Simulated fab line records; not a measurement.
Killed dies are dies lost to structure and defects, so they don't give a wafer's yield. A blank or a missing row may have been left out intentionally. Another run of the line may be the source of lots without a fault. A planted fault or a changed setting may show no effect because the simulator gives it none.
The tool behind it: which one? / flow rit_cmos / 13 lots with 39 wafers sampled at 3 steps, on a route of 202 steps

## WHAT EACH GAUGE READ, for each wafer
RIT_SILICIDE_THK_MEAS_03: measures by xrf. Usual: for SILICIDE_TI_THK the level is 29.7 nm and the standard deviation is 0.47.
lot=L334; measured=day 3 04:47; on=film_metro-02; SILICIDE_TI_THK (nm)=29.7 30.3 29.8; flag=
lot=L335; measured=day 3 10:20; on=film_metro-04; SILICIDE_TI_THK (nm)=29.3 30.0 30.0; flag=
lot=L336; measured=day 3 14:47; on=film_metro-02; SILICIDE_TI_THK (nm)=30.0 29.9 30.1; flag=
lot=L337; measured=day 3 22:16; on=film_metro-02; SILICIDE_TI_THK (nm)=29.8 29.8 29.8; flag=
lot=L343; measured=day 5 04:24; on=film_metro-03; SILICIDE_TI_THK (nm)=29.5 29.5 29.6; flag=
lot=L346; measured=day 5 20:13; on=film_metro-03; SILICIDE_TI_THK (nm)=30.5 30.6 30.2; flag=
lot=L347; measured=day 5 23:18; on=film_metro-02; SILICIDE_TI_THK (nm)=29.7 29.1 29.6; flag=
lot=L348; measured=day 6 06:10; on=film_metro-02; SILICIDE_TI_THK (nm)=29.8 30.2 29.6; flag=
lot=L350; measured=day 6 16:22; on=film_metro-03; SILICIDE_TI_THK (nm)=29.9 30.4 30.4; flag=
lot=L352; measured=day 6 23:33; on=film_metro-02; SILICIDE_TI_THK (nm)=29.5 28.7 29.5; flag=
lot=L353; measured=day 7 02:37; on=film_metro-03; SILICIDE_TI_THK (nm)=29.9 29.8 30.6; flag=
lot=L355; measured=day 7 15:00; on=film_metro-03; SILICIDE_TI_THK (nm)=29.3 29.7 29.4; flag=
lot=L357; measured=day 8 02:53; on=film_metro-03; SILICIDE_TI_THK (nm)=28.6 28.3 29.1; flag=

## TOOL THAT RAN EACH LOT (tool first, then ch and the chambers of the sampled wafers, then the start)
lot=L334; RIT_NSD_STRIP_09=plasma_asher-01 ch 0,1, day 3 01:47; RIT_PSD_COAT_01=litho_track-04 ch 0, day 3 02:11
lot=L335; RIT_NSD_STRIP_09=plasma_asher-01 ch 0,1, day 3 07:27; RIT_PSD_COAT_01=litho_track-02 ch 0, day 3 07:52
lot=L336; RIT_NSD_STRIP_09=plasma_asher-01 ch 0,1, day 3 11:55; RIT_PSD_COAT_01=litho_track-02 ch 0, day 3 12:18
lot=L337; RIT_NSD_STRIP_09=plasma_asher-02 ch 0,1, day 3 19:24; RIT_PSD_COAT_01=litho_track-04 ch 0, day 3 19:47
lot=L343; RIT_NSD_STRIP_09=plasma_asher-02 ch 0,1, day 5 01:14; RIT_PSD_COAT_01=litho_track-01 ch 0, day 5 01:37
lot=L346; RIT_NSD_STRIP_09=plasma_asher-01 ch 0,1, day 5 16:54; RIT_PSD_COAT_01=litho_track-01 ch 0, day 5 17:25
lot=L347; RIT_NSD_STRIP_09=plasma_asher-02 ch 0,1, day 5 20:18; RIT_PSD_COAT_01=litho_track-01 ch 0, day 5 20:43
lot=L348; RIT_NSD_STRIP_09=plasma_asher-02 ch 0, day 6 03:18; RIT_PSD_COAT_01=litho_track-02 ch 0, day 6 03:41
lot=L350; RIT_NSD_STRIP_09=plasma_asher-01 ch 0,1, day 6 13:15; RIT_PSD_COAT_01=litho_track-04 ch 0, day 6 13:38
lot=L352; RIT_NSD_STRIP_09=plasma_asher-04 ch 0,1, day 6 20:43; RIT_PSD_COAT_01=litho_track-02 ch 0, day 6 21:06
lot=L353; RIT_NSD_STRIP_09=plasma_asher-02 ch 0,1, day 6 23:29; RIT_PSD_COAT_01=litho_track-04 ch 0, day 6 23:52
lot=L355; RIT_NSD_STRIP_09=plasma_asher-01 ch 0,1, day 7 12:11; RIT_PSD_COAT_01=litho_track-02 ch 0, day 7 12:34
lot=L357; RIT_NSD_STRIP_09=plasma_asher-04 ch 0,1, day 8 00:00; RIT_PSD_COAT_01=litho_track-04 ch 0, day 8 00:25
- RIT_NSD_STRIP_09: strips in O2, time 180 s.
- RIT_PSD_COAT_01: resist thk 1000 nm.

## AS READ BY THE TOOLS THEMSELVES (means over the sampled wafers that have a number; for cases with no such wafer, the mark the record gives instead)
RIT_NSD_STRIP_09. Usual: drypump_motor_current_A reads 5.9 A (standard deviation 0.35).
lot=L334; tool=plasma_asher-01; drypump_motor_current_A (A)=6.2; flag=
lot=L335; tool=plasma_asher-01; drypump_motor_current_A (A)=6.0; flag=
lot=L336; tool=plasma_asher-01; drypump_motor_current_A (A)=6.0; flag=
lot=L337; tool=plasma_asher-02; drypump_motor_current_A (A)=5.6; flag=
lot=L343; tool=plasma_asher-02; drypump_motor_current_A (A)=5.6; flag=
lot=L346; tool=plasma_asher-01; drypump_motor_current_A (A)=6.2; flag=
lot=L347; tool=plasma_asher-02; drypump_motor_current_A (A)=5.6; flag=
lot=L348; tool=plasma_asher-02; drypump_motor_current_A (A)=5.6; flag=
lot=L350; tool=plasma_asher-01; drypump_motor_current_A (A)=6.0; flag=
lot=L352; tool=plasma_asher-04; drypump_motor_current_A (A)=5.9; flag=
lot=L353; tool=plasma_asher-02; drypump_motor_current_A (A)=5.6; flag=
lot=L355; tool=plasma_asher-01; drypump_motor_current_A (A)=6.2; flag=
lot=L357; tool=plasma_asher-04; drypump_motor_current_A (A)=6.1; flag=

RIT_PSD_COAT_01. Usual: spin_speed_rpm reads 3250.4 rpm (standard deviation 2.5).
lot=L334; tool=litho_track-04; spin_speed_rpm (rpm)=3252.7; flag=
lot=L335; tool=litho_track-02; spin_speed_rpm (rpm)=3250.8; flag=
lot=L336; tool=litho_track-02; spin_speed_rpm (rpm)=3247.7; flag=
lot=L337; tool=litho_track-04; spin_speed_rpm (rpm)=3251.7; flag=
lot=L343; tool=litho_track-01; spin_speed_rpm (rpm)=3253.1; flag=
lot=L346; tool=litho_track-01; spin_speed_rpm (rpm)=3376.9; flag=OFF
lot=L347; tool=litho_track-01; spin_speed_rpm (rpm)=3377.1; flag=OFF
lot=L348; tool=litho_track-02; spin_speed_rpm (rpm)=3248.4; flag=
lot=L350; tool=litho_track-04; spin_speed_rpm (rpm)=3250.6; flag=
lot=L352; tool=litho_track-02; spin_speed_rpm (rpm)=3250.0; flag=
lot=L353; tool=litho_track-04; spin_speed_rpm (rpm)=3248.3; flag=
lot=L355; tool=litho_track-02; spin_speed_rpm (rpm)=3249.8; flag=
lot=L357; tool=litho_track-04; spin_speed_rpm (rpm)=3252.0; flag=

## THE ANSWER, worked out from the rows above alone
Rule: a lot is off if the mean of its wafers that have a number lies more than 3 standard deviations from the usual mean. A lot without any number at a reading at which 4 lots or more have one is off too. The other lots that the step has rows for count as sound. The gauges are gone through in route order, then the tools' own readings, and for those a lot's mean is taken as printed above. At the first step where some lot is off, the reading lying furthest off is the one used; lots without a number count as furthest.
Off at RIT_PSD_COAT_01 (spin_speed_rpm): L346, L347.
If a tool, at that step or one of the process steps before it, ran each lot that is off and ran no sound lot following the first of them, it fits. One candidate fits, namely litho_track-01 at RIT_PSD_COAT_01. A fault onset in the window from L343 (day 5 01:37, its last sound lot) to L346 (day 5 17:25, its first lot off) fits.
On the lots that are off, the tool's own readings at RIT_PSD_COAT_01 differ by more than 5 times the standard deviation of the sound lots' means, which bears it out; spin_speed_rpm reads 3377.0 rpm there versus 3250.5 rpm on the sound lots.

## WHAT HAD BEEN PUT IN BY THE SIMULATOR
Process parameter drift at RIT_PSD_COAT_01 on litho_track-01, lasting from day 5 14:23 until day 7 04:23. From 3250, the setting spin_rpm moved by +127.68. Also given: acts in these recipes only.
Lots struck among those shown: L346, L347. This agrees with what the rule above found.
